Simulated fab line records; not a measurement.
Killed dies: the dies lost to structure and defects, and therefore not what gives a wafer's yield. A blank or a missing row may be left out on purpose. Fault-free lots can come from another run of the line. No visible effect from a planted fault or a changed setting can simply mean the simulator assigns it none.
A lot that was struck, set against a sound lot + flow rit-cmos + 14 steps out of a route of 202
Sound: these wafers, L623.1, L623.2, L623.6. Wafers struck: L633.1, L633.2, L633.4. At the end, the cause is stated.
For every step that has rows: the tool of each side, followed by ch and its chambers, followed by its first start. Under that, the readings that differ: sound wafers + struck wafers + difference of the means + sigmas: that difference in standard deviations of wafers without a fault.
alike: a reading whose means differ by less than 2 such deviations, as well as words and numbers matching on both sides. not compared: withheld readings; readings where some wafer has no value; bounds like >300 that might hide an equal value; numbers whose values overlap and for which the record gives no deviation.
Wherever a step has rows on one side only, a row that says differs or no value, or a row with sigmas, the two part there. Numbers that have no deviation but don't overlap get no sigmas and don't part them. A reading missing from all wafers of one side parts the sides only when that side holds two or more wafers.

RIT_FOX1_THK_MEAS_01:
  sound on film-metro-04, day 1 23:43; struck on film-metro-04, day 4 00:17
| reading             | sound       | struck      | difference | sigmas |
|---------------------|-------------|-------------|------------|--------|
| FOX1_OXIDE_THK (nm) | 356 357 359 | 342 343 347 | -13        | -2     |
then, 2 steps without rows for these wafers: RIT_FOX1_WET_ETCH_02 (etches SiO2 in BOE, target depth 350 nm, time 390 s); RIT_FOX2_OXIDATION_00 (target thk 350.7 nm, ox time 1130 s).
RIT_FOX2_THK_MEAS_01:
  sound on film-metro-02, day 2 01:14; struck on film-metro-04, day 4 01:46
  alike: FOX2_OXIDE_THK
then, 2 steps without rows for these wafers: RIT_FOX2_CLEAN_02 (cleans in dHF, time 180 s); RIT_FOX2_WET_ETCH_03 (etches Si3N4 in H3PO4, target depth 195 nm, time 2700 s).
RIT_FOX2_THK_MEAS_90:
  sound on film-metro-02, day 2 02:06; struck on film-metro-01, day 4 02:43
  alike: FIELD_OXIDE_LEFT_1_THK
then, 5 steps without rows for these wafers: RIT_NWELL_HMDS_00 (prime time 60 s); RIT_NWELL_COAT_01 (resist thk 1300 nm); RIT_NWELL_SOFTBAKE_02 (time 60 s); RIT_NWELL_EXPOSE_03 (exposes mask M2, target cd 43900 nm); RIT_NWELL_PEB_04.
RIT_NWELL_DEVELOP_05: develop time 68 s.
  sound on litho-track-02 ch 0, day 2 02:00; struck on litho-track-02, day 4 03:00
  no value came back on the struck wafers for chill-plate-temp-C (C), develop-time-s (s); on the sound wafers chill-plate-temp-C (C) reads 22.86 22.93 22.98
RIT_NWELL_OVL_MEAS_06:
  sound on overlay-02, day 2 03:08; struck on overlay-01, day 4 03:39
| reading        | sound          | struck | difference                    | sigmas |
|----------------|----------------|--------|-------------------------------|--------|
| NWELL_OVL (nm) | -0.9 -1.4 -0.1 | - - -  | no value on the struck wafers |        |

== WHERE THEY PART ==
Earliest at RIT_FOX1_THK_MEAS_01; latest, in this record, at RIT_NWELL_OVL_MEAS_06.

WHY: what had been put in by the simulator
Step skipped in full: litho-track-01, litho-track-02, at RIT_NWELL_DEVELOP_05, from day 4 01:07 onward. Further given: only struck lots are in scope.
